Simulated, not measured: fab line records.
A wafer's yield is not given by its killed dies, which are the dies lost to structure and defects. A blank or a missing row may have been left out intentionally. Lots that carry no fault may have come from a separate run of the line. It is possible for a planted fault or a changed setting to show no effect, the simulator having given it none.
fab line records	flow ritCmos	part 1 of 2: steps 1 to 30 of 43
[record] lots = 5	wafers = 15	lastDay = 7
route steps=202 shown PRETRO@73 GATE@75 FOX2@80 REOX@98 NLDD@103 PLDD@114
lots untouched by any fault: they come from a run of this same line in which no faults occurred
startH: hours from the record's opening day to when the first of the lot's shown wafers began	waitH: hours since the lot's step before	" as in the row above	L1.1+2: a row that stands for several wafers	- no value present, or no start provided	* or withheld: withheld	< > ~ a bound
route shown NAME@n: a module of which the file shows steps, and the number in the route of the first	usual: the fault-free wafers' mean and standard deviation	same: alike in all rows	chamber/n: place in a boat	sites: each site's reading	_std_site: the standard deviation of these	_edge_site: the outer-site mean with the inner-site mean subtracted	radiusMm: how far each site lies from the wafer's centre	mask NAME#n: copy n	behind: tool/chamber where the wafer was last shaped	hold: the reason the lot was held/the length of the hold in hours/how it ended	device: whichever transistor did not switch (one of n, p or np)	end of line: the tests these same wafers got at the end of their route	step lacking rows: just its recipe	killed: count of dies lost to structure and defects at first sort (not the wafer's yield)	map: the dies of a wafer, with x for killed, . for not killed, _ for no die there
set.NAME: the setting as run; set.NAME@STEP: as run at that earlier step	model.NAME: the simulator's own value behind a step, which no gauge read
a table for each step, a row for each wafer; lots at some steps of the route
services: when a tool's chamber went out of use (startH, in hours from the record's first day, below 0 if earlier), for how many hours, and the reason
[[steps]]
[step RIT_PRETRO_STRIP_09]
[recipe] chemistry = O2	timeS = 180	resist = NOVOLAK	platenTempC = withheld	powerW = 500	pressureMtorr = 4000	o2FlowSccm = 4000
[usual] drypumpMotorCurrentA = 6.1/0.41
lot.wafer	tool	chamber	startH	waitH	drypumpMotorCurrentA	rfHoursCounterH
L075.1	plasmaAsher-03	1	38.43	0.1	5.6	39
L075.5	"	1	"	"	5.6	-
L075.6	"	0	"	"	6.3	-
L077.1	plasmaAsher-01	1	48.62	0.1	6.4	40
L077.5	"	1	"	"	6.4	-
L077.6	"	0	"	"	6.7	-
L082.4	plasmaAsher-03	1	72.09	0.1	5.6	-
L082.5	"	1	"	"	5.6	-
L082.6	"	0	"	"	6.3	-
L094.1	plasmaAsher-02	0	131.60	0.1	6.4	33
L094.2	"	1	"	"	5.5	33
L094.6	"	0	"	"	6.4	-
L097.2	plasmaAsher-03	1	146.11	0.1	5.6	3
L097.3	"	0	"	"	6.3	-
L097.6	"	0	"	"	6.3	-
[step RIT_PRETRO_TW_MEAS_10]
[usual] PRETRO_TW = 473/3.5
lot.wafer	tool	chamber	startH	waitH	PRETRO_TW
L075.1	filmMetro-01	-	38.61	0.1	474
L075.5	"	-	"	"	473
L075.6	"	-	"	"	472
L077.1	filmMetro-01	-	48.79	0.1	471
L077.5	"	-	"	"	471
L077.6	"	-	"	"	473
L082.4	filmMetro-01	-	72.24	0.1	467
L082.5	"	-	"	"	467
L082.6	"	-	"	"	470
L094.1	filmMetro-04	-	131.78	0.1	476
L094.2	"	-	"	"	476
L094.6	"	-	"	"	476
L097.2	filmMetro-04	-	146.29	0.1	473
L097.3	"	-	"	"	474
L097.6	"	-	"	"	474
[step RIT_GATE_WET_ETCH_00]
[recipe] chemistry = BOE	target = SiO2	targetDepthNm = 56	timeS = 60	dry = n2Spin	dilution = 10:1	tempC = 21.5
lot.wafer	tool	chamber	startH	waitH
L075.1+5+6	wetBench-01	2	38.67	0.1
L077.1+5+6	wetBench-01	3	48.85	0.1
L082.4+5+6	wetBench-01	3	72.27	0.0
L094.1+2+6	wetBench-04	0	131.84	0.1
L097.2+3+6	wetBench-03	1	146.34	0.0
[step RIT_GATE_CLEAN_01]
[recipe] chemistry = SC1	mix = 3:3:50	timeS = 600	tempC = 75
lot.wafer	tool	chamber	startH	waitH
L075.1+5+6	wetBench-03	0	38.69	0.0
L077.1+5+6	wetBench-04	2	48.88	0.0
L082.4+5+6	wetBench-01	2	72.29	0.0
L094.1+2+6	wetBench-03	1	131.86	0.0
L097.2+3+6	wetBench-04	2	146.37	0.0
[step RIT_GATE_CLEAN_02]
[recipe] chemistry = dHF	dilution = 50:1	timeS = 30
lot.wafer	tool	chamber	startH	waitH
L075.1+5+6	wetBench-01	1	38.87	0.0
L077.1+5+6	wetBench-03	2	49.06	0.0
L082.4+5+6	wetBench-01	1	72.49	0.0
L094.1+2+6	wetBench-04	2	132.28	0.0
L097.2+3+6	wetBench-03	1	146.54	0.0
[step RIT_GATE_CLEAN_03]
[recipe] chemistry = SC2	mix = 3:3:50	timeS = 600	tempC = 75	dry = n2Spin
lot.wafer	tool	chamber	startH	waitH
L075.1+5+6	wetBench-04	2	38.88	0.0
L077.1+5+6	wetBench-01	0	49.07	0.0
L082.4+5+6	wetBench-04	1	72.50	0.0
L094.1+2+6	wetBench-03	1	132.29	0.0
L097.2+3+6	wetBench-04	3	146.56	0.0
[step RIT_GATE_CLEAN_04]
[recipe] chemistry = dHF	dilution = 50:1	timeS = 60	dry = n2Spin
lot.wafer	tool	chamber	startH	waitH
L075.1+5+6	wetBench-03	3	39.06	0.0
L077.1+5+6	wetBench-04	1	49.28	0.0
L082.4+5+6	wetBench-03	3	72.68	0.0
L094.1+2+6	wetBench-04	3	132.71	0.0
L097.2+3+6	wetBench-03	2	146.73	0.0
[step RIT_FOX2_THK_MEAS_91]
[recipe] reads = SiO2_of_FOX2_OXIDATION_00
[usual] FIELD_OXIDE_LEFT_2_THK = 259/7.1
lot.wafer	tool	chamber	startH	waitH	FIELD_OXIDE_LEFT_2_THK[nm]
L075.1	filmMetro-02	-	39.08	0.0	260
L075.5	"	-	"	"	253
L075.6	"	-	"	"	262
L077.1	filmMetro-03	-	49.31	0.0	262
L077.5	"	-	"	"	259
L077.6	"	-	"	"	258
L082.4	filmMetro-02	-	72.74	0.0	253
L082.5	"	-	"	"	265
L082.6	"	-	"	"	256
L094.1	filmMetro-03	-	132.74	0.0	243
L094.2	"	-	"	"	241
L094.6	"	-	"	"	236
L097.2	filmMetro-03	-	146.77	0.0	263
L097.3	"	-	"	"	260
L097.6	"	-	"	"	266
[step RIT_GATE_OXIDATION_05]
[recipe] tempC = 900	ambient = O2	targetThkA = 30	oxTimeS = 270
[usual] zonePowerLoadPct = 24.6/0.76	zonePowerSourcePct = 26.5/0.86
lot.wafer	tool	chamber	startH	waitH	zonePowerLoadPct	zonePowerSourcePct
L075.1	furnace-04	0	39.92	0.8	25.4	27.6
L075.5	"	0	"	"	25.2	27.7
L075.6	"	0	"	"	25.3	28.2
L077.1	furnace-03	0	50.86	1.5	23.8	26.4
L077.5	"	0	"	"	23.6	26.3
L077.6	"	0	"	"	23.8	25.9
L082.4	furnace-03	0	73.61	0.9	24.0	26.3
L082.5	"	0	"	"	23.2	26.5
L082.6	"	0	"	"	23.4	26.1
L094.1	furnace-04	0	133.61	0.9	25.8	28.2
L094.2	"	0	"	"	25.3	28.3
L094.6	"	0	"	"	24.9	27.9
L097.2	furnace-02	0	146.82	0.0	24.8	26.4
L097.3	"	0	"	"	25.3	25.9
L097.6	"	0	"	"	25.3	26.2
[step RIT_GATE_ANNEAL_06]
[recipe] tempC = 900	timeS = 600	ambient = N2O
[usual] zonePowerLoadPct = 24.8/0.68	zonePowerSourcePct = 27.0/1
lot.wafer	tool	chamber	startH	waitH	zonePowerLoadPct	zonePowerSourcePct
L075.1	furnace-02	0	41.11	0.1	25.2	26.1
L075.5	"	0	"	"	24.8	25.8
L075.6	"	0	"	"	24.7	26.1
L077.1	furnace-03	0	51.93	0.0	24.0	26.6
L077.5	"	0	"	"	24.0	26.2
L077.6	"	0	"	"	23.2	25.9
L082.4	furnace-04	0	75.04	0.4	25.1	28.4
L082.5	"	0	"	"	24.9	28.1
L082.6	"	0	"	"	25.2	28.3
L094.1	furnace-04	0	134.69	0.0	25.3	28.2
L094.2	"	0	"	"	25.5	27.8
L094.6	"	0	"	"	25.6	27.9
L097.2	furnace-02	0	147.89	0.0	25.1	26.0
L097.3	"	0	"	"	24.9	26.5
L097.6	"	0	"	"	24.9	25.9
[step RIT_GATE_THK_MEAS_07]
[recipe] reads = SiO2_of_GATE_OXIDATION_05
[usual] GATE_OXIDE_THK = 3.01/0.064
lot.wafer	tool	chamber	startH	waitH	GATE_OXIDE_THK[nm]
L075.1	filmMetro-02	-	41.36	0.0	3.12
L075.5	"	-	"	"	3.03
L075.6	"	-	"	"	3.03
L077.1	filmMetro-03	-	52.18	0.0	2.93
L077.5	"	-	"	"	3.01
L077.6	"	-	"	"	2.94
L082.4	filmMetro-03	-	75.32	0.0	3.01
L082.5	"	-	"	"	3.05
L082.6	"	-	"	"	2.96
L094.1	filmMetro-02	-	134.94	0.0	3.05
L094.2	"	-	"	"	3.04
L094.6	"	-	"	"	3.01
L097.2	filmMetro-03	-	148.15	0.0	2.94
L097.3	"	-	"	"	2.97
L097.6	"	-	"	"	3.00
[step RIT_GATE_CVD_08]
[recipe] material = poly-Si	targetThkNm = 250	tempC = 610	precursor = SiH4	timeS = 2220	pressureMtorr = 307.3	sih4FlowSccm = 100
[usual] susceptorTempC = 609.99/0.28	zonePowerLoadPct = 11.4/0.69	zonePowerSourcePct = 11.5/0.53
lot.wafer	tool	chamber	startH	waitH	susceptorTempC	zonePowerLoadPct	zonePowerSourcePct
L075.1	lpcvd-02	1	41.42	0.1	609.56	11.3	12.2
L075.5	"	1	"	"	609.79	11.2	12.0
L075.6	"	1	"	"	610.51	10.9	12.1
L077.1	lpcvd-01	1	52.24	0.1	609.78	11.4	10.9
L077.5	"	1	"	"	609.62	11.5	10.5
L077.6	"	1	"	"	609.74	11.3	10.7
L082.4	lpcvd-01	1	75.35	0.0	610.15	11.4	10.8
L082.5	"	1	"	"	609.68	11.4	10.8
L082.6	"	1	"	"	609.56	11.6	10.7
L094.1	lpcvd-01	0	135.00	0.1	610.04	10.8	11.5
L094.2	"	0	"	"	610.32	10.4	11.3
L094.6	"	0	"	"	610.43	10.5	11.4
L097.2	lpcvd-01	1	148.20	0.0	610.13	11.5	11.1
L097.3	"	1	"	"	610.62	11.5	10.7
L097.6	"	1	"	"	609.97	11.4	10.8
[step RIT_GATE_THK_MEAS_09]
[recipe] reads = poly-Si_of_GATE_CVD_08
[usual] GATE_POLY_THK = 253.9/2.6
lot.wafer	tool	chamber	startH	waitH	GATE_POLY_THK[nm]
L075.1	filmMetro-04	-	43.04	0.0	256.2
L075.5	"	-	"	"	253.9
L075.6	"	-	"	"	254.7
L077.1	filmMetro-03	-	53.86	0.0	253.9
L077.5	"	-	"	"	252.0
L077.6	"	-	"	"	250.8
L082.4	filmMetro-03	-	76.99	0.0	255.2
L082.5	"	-	"	"	257.8
L082.6	"	-	"	"	258.4
L094.1	filmMetro-02	-	136.62	0.0	253.4
L094.2	"	-	"	"	252.5
L094.6	"	-	"	"	252.4
L097.2	filmMetro-04	-	149.83	0.0	252.7
L097.3	"	-	"	"	251.9
L097.6	"	-	"	"	252.2
[step RIT_GATE_HMDS_10]
[recipe] primeTimeS = 60	primeTempC = 140
[usual] primeTempC = 140.01/0.16
lot.wafer	tool	chamber	startH	waitH	primeTempC
L075.1	lithoTrack-02	0	43.10	0.1	139.99
L075.5	"	0	"	"	140.19
L075.6	"	0	"	"	140.21
L077.1	lithoTrack-01	0	53.92	0.1	139.73
L077.5	"	0	"	"	139.92
L077.6	"	0	"	"	139.75
L082.4	lithoTrack-01	0	77.10	0.1	139.95
L082.5	"	0	"	"	139.82
L082.6	"	0	"	"	139.92
L094.1	lithoTrack-03	0	136.68	0.1	140.17
L094.2	"	0	"	"	139.82
L094.6	"	0	"	"	140.19
L097.2	lithoTrack-01	0	149.91	0.1	139.80
L097.3	"	0	"	"	139.81
L097.6	"	0	"	"	139.98
[step RIT_GATE_COAT_11]
[recipe] resist = NOVOLAK	spinRpm = 4250	resistThkNm = 850
lot.wafer	tool	chamber	startH	waitH
L075.1+5+6	lithoTrack-02	0	43.25	0.1
L077.1+5+6	lithoTrack-01	0	54.07	0.1
L082.4+5+6	lithoTrack-01	0	77.25	0.1
L094.1+2+6	lithoTrack-03	0	136.83	0.1
L097.2+3+6	lithoTrack-01	0	150.06	0.1
[step RIT_GATE_SOFTBAKE_12]
[recipe] resist = NOVOLAK	tempC = 90	timeS = 60
[usual] heaterPowerTotalW = 34.57/0.046
lot.wafer	tool	chamber	startH	waitH	heaterPowerTotalW
L075.1	lithoTrack-02	0	43.40	0.1	34.60
L075.5	"	0	"	"	34.52
L075.6	"	0	"	"	34.59
L077.1	lithoTrack-01	0	54.22	0.1	34.57
L077.5	"	0	"	"	34.58
L077.6	"	0	"	"	34.62
L082.4	lithoTrack-01	0	77.40	0.1	34.57
L082.5	"	0	"	"	34.52
L082.6	"	0	"	"	34.56
L094.1	lithoTrack-03	0	136.98	0.1	34.56
L094.2	"	0	"	"	34.49
L094.6	"	0	"	"	34.59
L097.2	lithoTrack-01	0	150.21	0.1	34.46
L097.3	"	0	"	"	34.59
L097.6	"	0	"	"	34.60
[step RIT_GATE_EXPOSE_13]
[recipe] maskId = M6	na = 0.6	sourceShape = conventional	sigmaOuter = 0.6	targetCdNm = 150	doseMj = 374.9
lot.wafer	tool	chamber	startH	waitH	mask
L075.1+5+6	ilineStepper-01	0	43.67	0.2	M6#0
L077.1+5+6	ilineStepper-01	0	54.37	0.1	M6#0
L082.4+5+6	ilineStepper-01	0	77.53	0.1	M6#0
L094.1+2+6	ilineStepper-01	0	137.25	0.2	M6#0
L097.2+3+6	ilineStepper-01	0	150.48	0.2	M6#0
[step RIT_GATE_PEB_14]
[recipe] resist = NOVOLAK	tempC = withheld	timeS = withheld
lot.wafer	tool	chamber	startH	waitH
L075.1+5+6	lithoTrack-03	0	43.79	0.1
L077.1+5+6	lithoTrack-01	0	54.49	0.1
L082.4+5+6	lithoTrack-03	0	77.66	0.1
L094.1+2+6	lithoTrack-02	0	137.52	0.3
L097.2+3+6	lithoTrack-02	0	150.60	0.1
[step RIT_GATE_DEVELOP_15]
[recipe] resist = NOVOLAK	developTimeS = 50	devTempC = 23
lot.wafer	tool	chamber	startH	waitH
L075.1+5+6	lithoTrack-03	0	-	-
L077.1+5+6	lithoTrack-01	0	-	-
L082.4+5+6	lithoTrack-03	0	-	-
L094.1+2+6	lithoTrack-02	0	-	-
L097.2+3+6	lithoTrack-02	0	-	-
[step RIT_GATE_CD_MEAS_16]
[recipe] targetCdNm = 150
[usual] cdNm = 150.6/2.4
lot.wafer	tool	chamber	startH	waitH	cdNm
L075.1	cdSem-02	-	44.07	-	151.1
L075.5	"	-	"	"	149.4
L075.6	"	-	"	"	152.4
L077.1	cdSem-02	-	54.77	-	148.5
L077.5	"	-	"	"	146.2
L077.6	"	-	"	"	150.6
L082.4	cdSem-01	-	77.93	-	147.8
L082.5	"	-	"	"	147.4
L082.6	"	-	"	"	149.5
L094.1	cdSem-01	-	137.81	-	154.8
L094.2	"	-	"	"	152.0
L094.6	"	-	"	"	151.3
L097.2	cdSem-02	-	150.88	-	153.9
L097.3	"	-	"	"	149.6
L097.6	"	-	"	"	152.7
[step RIT_GATE_OVL_MEAS_17]
[usual] GATE_OVL = 0.1/1.5
lot.wafer	tool	chamber	startH	waitH	GATE_OVL[nm]
L075.1	overlay-01	-	44.19	0.1	1.5
L075.5	"	-	"	"	-1.1
L075.6	"	-	"	"	0.4
L077.1	overlay-01	-	54.89	0.1	3.4
L077.5	"	-	"	"	3.5
L077.6	"	-	"	"	2.5
L082.4	overlay-01	-	78.01	0.1	2.4
L082.5	"	-	"	"	2.0
L082.6	"	-	"	"	0.1
L094.1	overlay-02	-	137.93	0.1	-1.9
L094.2	"	-	"	"	-2.0
L094.6	"	-	"	"	0.6
L097.2	overlay-01	-	150.98	0.1	0.1
L097.3	"	-	"	"	0.7
L097.6	"	-	"	"	-1.0
[step RIT_GATE_HARDBAKE_18]
[recipe] resist = NOVOLAK	tempC = 140	timeS = 60
[usual] heaterPowerTotalW = 62.55/0.046
lot.wafer	tool	chamber	startH	waitH	heaterPowerTotalW
L075.1	lithoTrack-02	0	44.23	0.0	62.55
L075.5	"	0	"	"	62.51
L075.6	"	0	"	"	62.60
L077.1	lithoTrack-01	0	55.11	0.2	62.48
L077.5	"	0	"	"	62.54
L077.6	"	0	"	"	62.62
L082.4	lithoTrack-02	0	78.10	0.1	62.54
L082.5	"	0	"	"	62.54
L082.6	"	0	"	"	62.56
L094.1	lithoTrack-03	0	137.96	0.0	62.48
L094.2	"	0	"	"	62.47
L094.6	"	0	"	"	62.56
L097.2	lithoTrack-03	0	151.21	0.2	62.60
L097.3	"	0	"	"	62.59
L097.6	"	0	"	"	62.56
[step RIT_GATE_ETCH_19]
[recipe] chemistry = SF6/CHF3/O2	timeS = 165	SF6_flow_sccm = 30	CHF3_flow_sccm = 30	O2_flow_sccm = 5	target = poly-Si	pressureMtorr = 40	rfW = 160	targetDepthA = 3125	overEtchFrac = 0.25	stopOn = SiO2
[usual] SF6_flow_sccm = 30.01/0.081	drypumpMotorCurrentA = 5.7/0.48	oesProductAu = 0.856/0.016	throttleValvePct = 10.31/0.16
lot.wafer	tool	chamber	startH	waitH	SF6_flow_sccm	drypumpMotorCurrentA	oesProductAu	rfHoursCounterH	throttleValvePct
L075.1	rieSi-01	2	44.38	0.1	30.18	6.0	0.840	2	10.36
L075.5	"	0	"	"	30.10	4.9	0.869	-	10.44
L075.6	"	1	"	"	29.90	5.1	0.884	-	10.18
L077.1	rieSi-01	3	55.26	0.1	30.28	5.9	0.856	68	10.06
L077.5	"	1	"	"	29.84	5.1	0.866	-	10.20
L077.6	"	2	"	"	30.12	6.0	0.837	-	10.34
L082.4	rieSi-02	2	78.18	0.1	30.10	6.1	0.869	0	10.30
L082.5	"	2	"	"	29.99	6.2	0.884	-	10.30
L082.6	"	3	"	"	30.04	5.1	0.881	-	10.18
L094.1	rieSi-02	2	138.11	0.1	30.01	6.2	0.872	1	10.32
L094.2	"	1	"	"	29.95	5.7	0.826	31	10.57
L094.6	"	0	"	"	30.03	6.3	0.844	-	10.30
L097.2	rieSi-01	0	151.34	0.1	29.94	4.9	0.867	40	10.45
L097.3	"	2	"	"	30.13	6.0	0.838	3	10.34
L097.6	"	2	"	"	29.96	6.0	0.838	-	10.35
[step RIT_GATE_STRIP_20]
[recipe] chemistry = O2	timeS = 180	resist = NOVOLAK	platenTempC = withheld	powerW = 500	pressureMtorr = 4000	o2FlowSccm = 4000
[usual] drypumpMotorCurrentA = 6.2/0.44
lot.wafer	tool	chamber	startH	waitH	drypumpMotorCurrentA	rfHoursCounterH
L075.1	plasmaAsher-01	0	44.49	0.1	6.6	39
L075.5	"	1	"	"	6.4	-
L075.6	"	0	"	"	6.6	-
L077.1	plasmaAsher-01	0	55.37	0.1	6.6	40
L077.5	"	0	"	"	6.6	-
L077.6	"	1	"	"	6.4	-
L082.4	plasmaAsher-04	0	78.35	0.1	5.8	-
L082.5	"	1	"	"	5.4	-
L082.6	"	0	"	"	5.8	-
L094.1	plasmaAsher-02	0	138.22	0.1	6.4	34
L094.2	"	1	"	"	5.6	34
L094.6	"	1	"	"	5.5	-
L097.2	plasmaAsher-01	0	151.44	0.1	6.6	51
L097.3	"	1	"	"	6.4	-
L097.6	"	1	"	"	6.4	-
[step RIT_GATE_CD_MEAS_90]
[recipe] targetCdNm = 150
[usual] cdNm = 150.7/2.4
lot.wafer	tool	chamber	startH	waitH	cdNm
L075.1	cdSem-01	-	44.66	0.1	151.5
L075.5	"	-	"	"	149.8
L075.6	"	-	"	"	152.5
L077.1	cdSem-01	-	55.54	0.1	149.0
L077.5	"	-	"	"	146.4
L077.6	"	-	"	"	150.9
L082.4	cdSem-02	-	78.52	0.1	147.7
L082.5	"	-	"	"	146.9
L082.6	"	-	"	"	148.9
L094.1	cdSem-02	-	138.39	0.1	154.8
L094.2	"	-	"	"	152.1
L094.6	"	-	"	"	151.5
L097.2	cdSem-01	-	151.64	0.1	154.0
L097.3	"	-	"	"	149.2
L097.6	"	-	"	"	152.6
[step RIT_REOX_CLEAN_00]
[recipe] chemistry = SC1	mix = 3:3:50	timeS = 600	tempC = 75
lot.wafer	tool	chamber	startH	waitH
L075.1+5+6	wetBench-01	0	44.78	0.1
L077.1+5+6	wetBench-01	0	55.66	0.1
L082.4+5+6	wetBench-04	0	78.58	0.0
L094.1+2+6	wetBench-04	0	138.51	0.1
L097.2+3+6	wetBench-04	3	151.74	0.1
[step RIT_REOX_CLEAN_01]
[recipe] chemistry = dHF	dilution = 50:1	timeS = 30
lot.wafer	tool	chamber	startH	waitH
L075.1+5+6	wetBench-02	2	44.96	0.0
L077.1+5+6	wetBench-04	0	55.85	0.0
L082.4+5+6	wetBench-01	1	78.76	0.0
L094.1+2+6	wetBench-04	2	138.69	0.0
L097.2+3+6	wetBench-02	0	151.93	0.0
[step RIT_REOX_CLEAN_02]
[recipe] chemistry = SC2	mix = 3:3:50	timeS = 600	tempC = 75	dry = n2Spin
lot.wafer	tool	chamber	startH	waitH
L075.1+5+6	wetBench-01	1	44.97	0.0
L077.1+5+6	wetBench-02	1	55.87	0.0
L082.4+5+6	wetBench-02	1	78.77	0.0
L094.1+2+6	wetBench-04	3	138.71	0.0
L097.2+3+6	wetBench-04	0	151.95	0.0
[step RIT_REOX_OXIDATION_03]
[recipe] tempC = 900	ambient = O2	targetThkA = 252	oxTimeS = 5580
[usual] zonePowerLoadPct = 25.2/1.2	zonePowerSourcePct = 26.7/1.3
lot.wafer	tool	chamber	startH	waitH	zonePowerLoadPct	zonePowerSourcePct
L075.1	furnace-04	0	47.05	1.9	25.1	27.5
L075.5	"	0	"	"	25.1	27.7
L075.6	"	0	"	"	25.3	27.9
L077.1	furnace-03	0	56.06	0.0	23.8	26.4
L077.5	"	0	"	"	23.5	26.3
L077.6	"	0	"	"	23.6	26.3
L082.4	furnace-01	0	79.02	0.1	26.6	25.2
L082.5	"	0	"	"	26.9	25.3
L082.6	"	0	"	"	26.4	25.6
L094.1	furnace-01	0	138.88	0.0	26.5	25.0
L094.2	"	0	"	"	27.0	25.8
L094.6	"	0	"	"	27.0	24.6
L097.2	furnace-01	0	153.54	1.4	27.1	25.6
L097.3	"	0	"	"	27.3	25.7
L097.6	"	0	"	"	26.4	25.5
[step RIT_REOX_THK_MEAS_04]
[recipe] reads = SiO2_of_REOX_OXIDATION_03
[usual] REOX_OXIDE_THK = 25.5/0.48
lot.wafer	tool	chamber	startH	waitH	REOX_OXIDE_THK[nm]
L075.1	filmMetro-03	-	49.60	0.0	25.7
L075.5	"	-	"	"	25.9
L075.6	"	-	"	"	25.7
L077.1	filmMetro-01	-	58.61	0.0	25.8
L077.5	"	-	"	"	25.7
L077.6	"	-	"	"	25.7
L082.4	filmMetro-03	-	81.60	0.0	25.7
L082.5	"	-	"	"	25.6
L082.6	"	-	"	"	25.5
L094.1	filmMetro-04	-	141.43	0.0	25.6
L094.2	"	-	"	"	25.3
L094.6	"	-	"	"	25.5
L097.2	filmMetro-01	-	156.10	0.0	25.1
L097.3	"	-	"	"	25.8
L097.6	"	-	"	"	25.6
